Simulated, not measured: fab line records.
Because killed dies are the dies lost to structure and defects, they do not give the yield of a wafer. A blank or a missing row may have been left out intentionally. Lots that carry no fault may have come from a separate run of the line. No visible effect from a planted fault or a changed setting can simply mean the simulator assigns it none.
Problem report, 8D (eight disciplines) form, completed by code	flow berkeley cmos170	the parts of the form that need people (team, actions taken, sign-off) are left out

1. PROBLEM STATEMENT
PSD_TW at UCB170_PSD_TW_MEAS_10 reads a mean of 30 on 3 wafers of 1 lot; wafers without a fault read 2319 with a standard deviation of 24. Measured from the usual mean, that is -95 standard deviations.
Earliest sighting: wafer L557.1 on film metro-01 at day 9 21:38. The record holds 39 wafers of 13 lots with a number at this step. By rule, "out" or "out of limits" means more than 4 standard deviations away from the usual mean. Any other wafer with a number is counted as sound.

2. WHAT IT IS, WHAT IT ISN'T
question	is	is not
which readings at this step	PSD_TW	-
which lots	L557	L546, L547, L549, L550, L551, L552, L553, L554, L565, L566, L567, L568
which wafers of those lots	all that have a number	-
read on which gauges	film metro-01	film metro-02, film metro-04
when	from day 9 21:38	up to then (21 sound wafers); but 15 sound wafers of L553, L565, L566, L567, L568 came after

3. THE SUSPECTS, EACH WITH WHAT RULES IT OUT
Counting: a tool at a process step up to the reading stays a suspect if it ran every lot that is out and no sound lot after the first of them.
- the gauge at UCB170_PSD_TW_MEAS_10 is ruled out. All the wafers that are out were read on film metro-01, but those of them that UCB170_NLDD_STRIP_10 has rows for are out there too, on other tools.
- rie diel-04 at UCB170_GATE_ETCH_14 (etches BARC in N2/H2): ruled out as a lasting fault. Sound lots L566, L567 ran on it after its first lot that is out, L557 (day 9 06:52).
- plasma asher-04 at UCB170_NLDD_STRIP_10 (strips in O2): ruled out as a lasting fault. Sound lots L566, L565, L568 ran on it after its first lot that is out, L557 (day 9 13:32).
- plasma asher-01 at UCB170_PSD_STRIP_09 (strips in O2): ruled out as a lasting fault. Sound lots L566, L567 ran on it after its first lot that is out, L557 (day 9 21:32).
Left after counting: nothing in the record.

4. THE CAUSE (what the simulator had put in)
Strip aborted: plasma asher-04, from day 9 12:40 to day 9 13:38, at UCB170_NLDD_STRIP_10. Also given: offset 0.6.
It was ruled out by counting, in error; the rule expects a fault to strike all lots run on its tool from its start on, and this fault did not.

5. SEQUENCE OF EFFECTS, ordered by route
Rows list readings where the struck wafers' mean (over those with a number) sits beyond 3 standard deviations from the usual. Only readings for which the record gives a usual standard deviation are gone through. hours: the time from each lot's start at the first step in this table that gives one to its start at this step, as a median over the lots. sigmas: the change in usual standard deviations.
hours	step	reading	usual	on struck wafers	change	sigmas
0	UCB170_NLDD_STRIP_10	oes product au	0.734 a.u.	0.982	+0.248	+53
8	UCB170_PSD_STRIP_09	oes product au	0.599 a.u.	0.633	+0.034	+7.8
8	UCB170_PSD_STRIP_09	strip time to endpoint s	29.35 s	38.10	+8.75	+99 or more
8	UCB170_PSD_TW_MEAS_10	PSD_TW	2319	30	-2289	-95
Process steps it contains:
- UCB170_NLDD_STRIP_10: strips in O2.
- UCB170_PSD_STRIP_09: strips in O2.
Readings that are blank on the struck wafers while sound wafers have them: strip time to endpoint s at UCB170_NLDD_STRIP_10.
Later steps that measure or inspect, where all struck wafers having a row at the step show a number for every such reading and not one has moved that far: UCB170_NSD_OVL_MEAS_07.

6. WHAT WOULD HAVE CAUGHT IT SOONER
9 hours passed between the start of the fault at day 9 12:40 and the first reading out of limits at a measuring or inspecting step in this record, taken at day 9 21:38.
At UCB170_NLDD_STRIP_10, the tool's own readings (oes product au) were out on each struck wafer the step has a row for, so an alarm limit on them would have fired on the first such wafer.
